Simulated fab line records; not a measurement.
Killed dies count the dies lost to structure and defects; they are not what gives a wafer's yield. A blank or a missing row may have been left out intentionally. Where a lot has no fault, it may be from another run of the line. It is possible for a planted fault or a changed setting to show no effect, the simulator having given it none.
A struck lot beside a sound one -- flow rit cmos -- 19 out of 202 route steps
Sound: the wafers L795.2, L795.3, L795.5. Wafers L802.1, L802.2, L802.6 were the ones struck. The cause is named last.
Each step with rows lists, per side, the tool, then ch with its chambers, then its first start. Under that, the readings that differ: sound wafers -- struck wafers -- difference of the means -- sigmas: that difference in standard deviations of wafers without a fault.
alike: a reading whose means differ by less than 2 such deviations, as well as words and numbers matching on both sides. not compared: withheld readings; readings where some wafer has no value; bounds like >300 that might hide an equal value; numbers whose values overlap and for which the record gives no deviation.
The two part at a step that has a row with sigmas, a row that says differs or no value, or rows on one side only. Numbers that have no deviation but don't overlap get no sigmas and don't part them. A reading missing from all wafers of one side parts the sides only when that side holds two or more wafers.

first, 2 steps without rows for these wafers: RIT_NLDD_PEB_04; RIT_NLDD_DEVELOP_05 (develop time 50 s).
RIT_NLDD_OVL_MEAS_06:
  sound on overlay-02, day 3 23:08; struck on overlay-01, day 5 10:07
  alike: NLDD_OVL
then, 2 steps without rows for these wafers: RIT_NLDD_HARDBAKE_07 (time 60 s); RIT_NLDD_IMPLANT_08.
RIT_NLDD_STRIP_09: strips in O2, time 180 s.
  sound on plasma asher-01 ch 0,1, day 3 23:28; struck on plasma asher-04 ch 0,1, day 5 10:26
  alike: chamber pressure mTorr, drypump motor current A
  not compared: rf hours counter h
RIT_NLDD_TW_MEAS_10:
  sound on film metro-02, day 3 23:40; struck on film metro-02, day 5 10:37
  alike: NLDD_TW
then, 5 steps without rows for these wafers: RIT_PLDD_HMDS_00 (prime time 60 s); RIT_PLDD_COAT_01 (resist thk 1000 nm); RIT_PLDD_SOFTBAKE_02 (time 60 s); RIT_PLDD_EXPOSE_03 (exposes mask M8, target cd 40900 nm); RIT_PLDD_PEB_04.
RIT_PLDD_DEVELOP_05: develop time 50 s.
  sound on litho track-02 ch 0, day 4 00:00; struck on litho track-02 ch 0, day 5 11:00
RIT_PLDD_OVL_MEAS_06:
  sound on overlay-01, day 4 00:48; struck on overlay-02, day 5 11:39
  alike: PLDD_OVL
then, 2 steps without rows for these wafers: RIT_PLDD_HARDBAKE_07 (time 60 s); RIT_PLDD_IMPLANT_08.
RIT_PLDD_STRIP_09: strips in O2, time 180 s.
  sound on plasma asher-03 ch 0,1, day 4 01:08; struck on plasma asher-03 ch 0,1, day 5 11:59
  alike: chamber pressure mTorr, drypump motor current A
  not compared: rf hours counter h
RIT_PLDD_TW_MEAS_10:
  sound on film metro-04, day 4 01:19; struck on film metro-04, day 5 12:10
reading,sound,struck,difference,sigmas
PLDD_TW,2340 2342 2346,30 30 30,-2313,-99 or more
then, 1 step without rows for these wafers: RIT_SPACER_CLEAN_00 (cleans in SC1, time 600 s).

WHERE THEY PART
Only at RIT_PLDD_TW_MEAS_10, within this record.

WHY: whatever the simulator had introduced
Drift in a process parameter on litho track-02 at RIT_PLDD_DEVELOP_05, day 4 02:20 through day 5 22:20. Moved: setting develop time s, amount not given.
